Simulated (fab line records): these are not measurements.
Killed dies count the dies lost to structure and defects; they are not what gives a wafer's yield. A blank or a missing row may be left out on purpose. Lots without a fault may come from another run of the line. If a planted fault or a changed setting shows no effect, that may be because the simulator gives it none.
Split-lot experiment | flow rit-cmos | 5 lots, 23 wafers read, on a route of 202 steps

SPLIT DETAILS
At RIT_NLDD_COAT_01 (resist thk 1000 nm), the setting resist-thk-nm was moved away from the recipe's 1000 nm on 6 of the 23 wafers read, by -1.7% to +4.4%. The other wafers ran this setting at the recipe's value.

FROM THE SPLIT TO THE READING: what the file shows between them, 3 steps
- RIT_NLDD_SOFTBAKE_02: time 60 s
- RIT_NLDD_EXPOSE_03: exposes mask M7, target cd 40700 nm
- RIT_NLDD_DEVELOP_05: develop time 50 s

THE READING
NOVOLAK_of_NLDD_COAT_01.thk-nm (the simulator's own value, which no gauge read), in nm, at RIT_NLDD_HARDBAKE_07 (time 60 s). The file gives no usual value for it. Here, 17 wafers ran the recipe; their average is 882.5 nm with a standard deviation of 1.5 nm.

wafer  | tool, chamber at the split | resist-thk-nm as run, nm | against the recipe | NOVOLAK_of_NLDD_COAT_01.thk-nm, nm | against lot-mates on the recipe
L074.1 | litho-track-04, 0          | 1000                     | recipe             | 880.9                              | -
L074.2 | litho-track-04, 0          | 1000                     | recipe             | 881.1                              | -
L074.3 | litho-track-04, 0          | 1000                     | recipe             | 883.7                              | -
L074.4 | litho-track-04, 0          | 1000                     | recipe             | 881.7                              | -
L074.6 | litho-track-04, 0          | 1000                     | recipe             | 883.1                              | -
L075.2 | litho-track-04, 0          | 1000                     | recipe             | 881.2                              | -
L075.3 | litho-track-04, 0          | 1000                     | recipe             | 882                                | -
L075.5 | litho-track-04, 0          | 1000                     | recipe             | 880.4                              | -
L076.1 | litho-track-04, 0          | 1000                     | recipe             | 883.8                              | -
L076.3 | litho-track-04, 0          | 1000                     | recipe             | 884.7                              | -
L076.4 | litho-track-04, 0          | 1000                     | recipe             | 884.8                              | -
L076.5 | litho-track-04, 0          | 1000                     | recipe             | 882.1                              | -
L076.6 | litho-track-04, 0          | 1000                     | recipe             | 881                                | -
L077.1 | litho-track-03, 0          | 1044                     | +4.4%              | 922.1                              | +40.3
L077.2 | litho-track-03, 0          | 1044                     | +4.4%              | 923.2                              | +41.4
L077.3 | litho-track-03, 0          | 1000                     | recipe             | 881.2                              | -
L077.5 | litho-track-03, 0          | 1000                     | recipe             | 882.4                              | -
L077.6 | litho-track-03, 0          | 1044                     | +4.4%              | 920.1                              | +38.3
L083.1 | litho-track-04, 0          | 1000                     | recipe             | 884.9                              | -
L083.2 | litho-track-04, 0          | 983                      | -1.7%              | 869.6                              | -14.6
L083.4 | litho-track-04, 0          | 983                      | -1.7%              | 869.9                              | -14.4
L083.5 | litho-track-04, 0          | 983                      | -1.7%              | 870.1                              | -14.1
L083.6 | litho-track-04, 0          | 1000                     | recipe             | 883.6                              | -

FIT RESULTS
A straight line over all 23 wafers: NOVOLAK_of_NLDD_COAT_01.thk-nm changes by +8.69 nm for each +1% of resist-thk-nm; r = +0.99; the points scatter about the line by 1.6 nm.
The same after taking each lot's own level away (the mean of its wafers on the recipe; 23 wafers): +8.99 nm for each +1%; r = +1.00; scatter 1.1 nm.
That fit puts the effect of the largest move of resist-thk-nm on the reading at 40 nm.
Measured against the standard deviation above, the lots' own levels, which go from 881.20 to 884.25 nm, span 2.1 times it.
The two slopes agree, so the slope changes little with the lot-to-lot level.
Check: for one of the wafers moved furthest among these (+4.4%), held out of the fit, the line's prediction against its lot-mates is +39.5 nm. Against them it came out at +40.3 nm.

OTHER SPLITS APPLIED TO THESE WAFERS
These wafers also went through other splits before the reading. Each is held against what the fit with the lots' levels taken away leaves over:
other split on the same wafers  | wafers away from the commonest value | r with NOVOLAK_of_NLDD_COAT_01.thk-nm (lot level and that fit taken away)
RIT_ACTIVE_OXIDATION_01 temp-c  | 10                                   | -0.08
RIT_ACTIVE_CVD_03 nh3-flow-sccm | 10                                   | -0.14
RIT_ACTIVE_CLEAN_16 time-s      | 15                                   | +0.12
RIT_PWELL_HARDBAKE_07 temp-c    | 6                                    | +0.12
RIT_GATE_EXPOSE_13 dose-mj      | 5                                    | -0.23

THE WHOLE CHAIN: every reading that the file lists as answering this split, in the file's order
step                 | what it does       | reading                                                                         | change (the file's fit)              | r (the file's)
RIT_NLDD_COAT_01     | resist thk 1000 nm | NOVOLAK_of_NLDD_COAT_01.thk-nm (the simulator's own value, which no gauge read) | +10.3 nm for each +1% of the setting | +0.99
RIT_NLDD_HARDBAKE_07 | time 60 s          | NOVOLAK_of_NLDD_COAT_01.thk-nm (the simulator's own value, which no gauge read) | +9.01 nm for each +1% of the setting | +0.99

THE FILE'S OWN FIT
NOVOLAK_of_NLDD_COAT_01.thk-nm changes by +9.01 nm for each +1% of resist-thk-nm, r = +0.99.
